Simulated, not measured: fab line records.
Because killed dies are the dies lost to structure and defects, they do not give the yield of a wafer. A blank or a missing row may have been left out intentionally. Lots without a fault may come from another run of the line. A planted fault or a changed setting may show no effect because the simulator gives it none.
A lot that was struck, set against a sound lot | flow rit cmos | 15 steps out of a route of 202
Sound: these wafers, L203.2, L203.4, L203.6. Struck: wafers L215.2, L215.5. (L215.6 of the same lot was not struck and is left out.) The cause comes at the end.
At each step with rows: each side's tool, then ch and its chambers, then its first start. Under that, the readings that differ: sound wafers | struck wafers | difference of the means | sigmas: that difference in standard deviations of wafers without a fault.
alike: words and numbers the same on both sides, and readings whose means are apart by under 2 such deviations; not compared: readings that were withheld, readings missing a value for some wafer, numbers with overlapping values and no deviation given by the record, and bounds like >300 which may hide the same value.
The two part at a step that has a row with sigmas, a row that says differs or no value, or rows on one side only. Non-overlapping numbers with no deviation appear without sigmas and do not part them. A reading missing from all wafers of one side parts the sides only when that side holds two or more wafers.

RIT_M1_THK_MEAS_02: measures by xrf.
  struck on film metro-02, day 6 12:25; sound on film metro-03, day 3 16:32
  reading        | sound       | struck  | difference | sigmas
  M1_AL_THK (nm) | 399 404 401 | 391 394 | -9         | -2
then, 6 steps without rows for these wafers: RIT_M1_HMDS_03 (prime time 60 s); RIT_M1_COAT_04 (resist thk 1300 nm); RIT_M1_SOFTBAKE_05 (time 60 s); RIT_M1_EXPOSE_06 (exposes mask M12, target cd 2600 nm); RIT_M1_PEB_07; RIT_M1_DEVELOP_08 (develop time 68 s).
RIT_M1_CD_MEAS_09: the cd target is 2600 nm.
  struck on cd sem-01, day 6 13:29; sound on cd sem-01, day 3 17:29
  alike: cd nm
RIT_M1_OVL_MEAS_10:
  struck on overlay-02, day 6 13:35; sound on overlay-02, day 3 17:35
  alike: M1_OVL
then, 1 step without rows for these wafers: RIT_M1_HARDBAKE_11 (time 120 s).
RIT_M1_METAL_ETCH_12: etches Al in Cl2/BCl3, stops on SiO2, time 165 s, target depth 600 nm.
  sound on rie metal-02 ch 0, day 3 17:52; struck on rie metal-02 ch 0,1, day 6 13:55
  reading               | sound             | struck      | difference | sigmas
  oes product au (a.u.) | 0.775 0.780 0.774 | 0.762 0.742 | -0.024     | -2
  alike: drypump motor current A, throttle valve pct
  not compared: rf hours counter h
then, 1 step without rows for these wafers: RIT_M1_STRIP_13 (strips in nmp, time 600 s).
RIT_M1_STRIP_14: strips in O2, time 180 s.
  sound on plasma asher-02 ch 0,1, day 3 18:13; struck on plasma asher-02 ch 1, day 6 14:16
  reading          | sound             | struck      | difference | sigmas
  run length s (s) | 207.7 209.0 208.7 | 239.5 239.2 | +30.9      | +59
  alike: drypump motor current A, rf refl power W
  not compared: rf hours counter h
RIT_M1_CD_MEAS_90: the cd target is 2600 nm.
  struck on cd sem-02, day 6 14:28; sound on cd sem-02, day 3 18:25
  alike: cd nm
RIT_M1_PROBE_99:
  struck on prober-01, day 6 16:25; sound on prober-01, day 3 20:11
  alike: defect limited yield, killed at contacts, killed at front end, killed dies, killed open, killed short, sort_bin_3_pad_short, sort_bin_5_function, sort_bin_6_memory, sort n pass, sort yield pct

WHERE THEY PART
Earliest at RIT_M1_THK_MEAS_02; latest, in this record, at RIT_M1_STRIP_14. Later steps at which nothing parts them and some readings are alike: RIT_M1_CD_MEAS_90, RIT_M1_PROBE_99.

WHY: what had been put in by the simulator
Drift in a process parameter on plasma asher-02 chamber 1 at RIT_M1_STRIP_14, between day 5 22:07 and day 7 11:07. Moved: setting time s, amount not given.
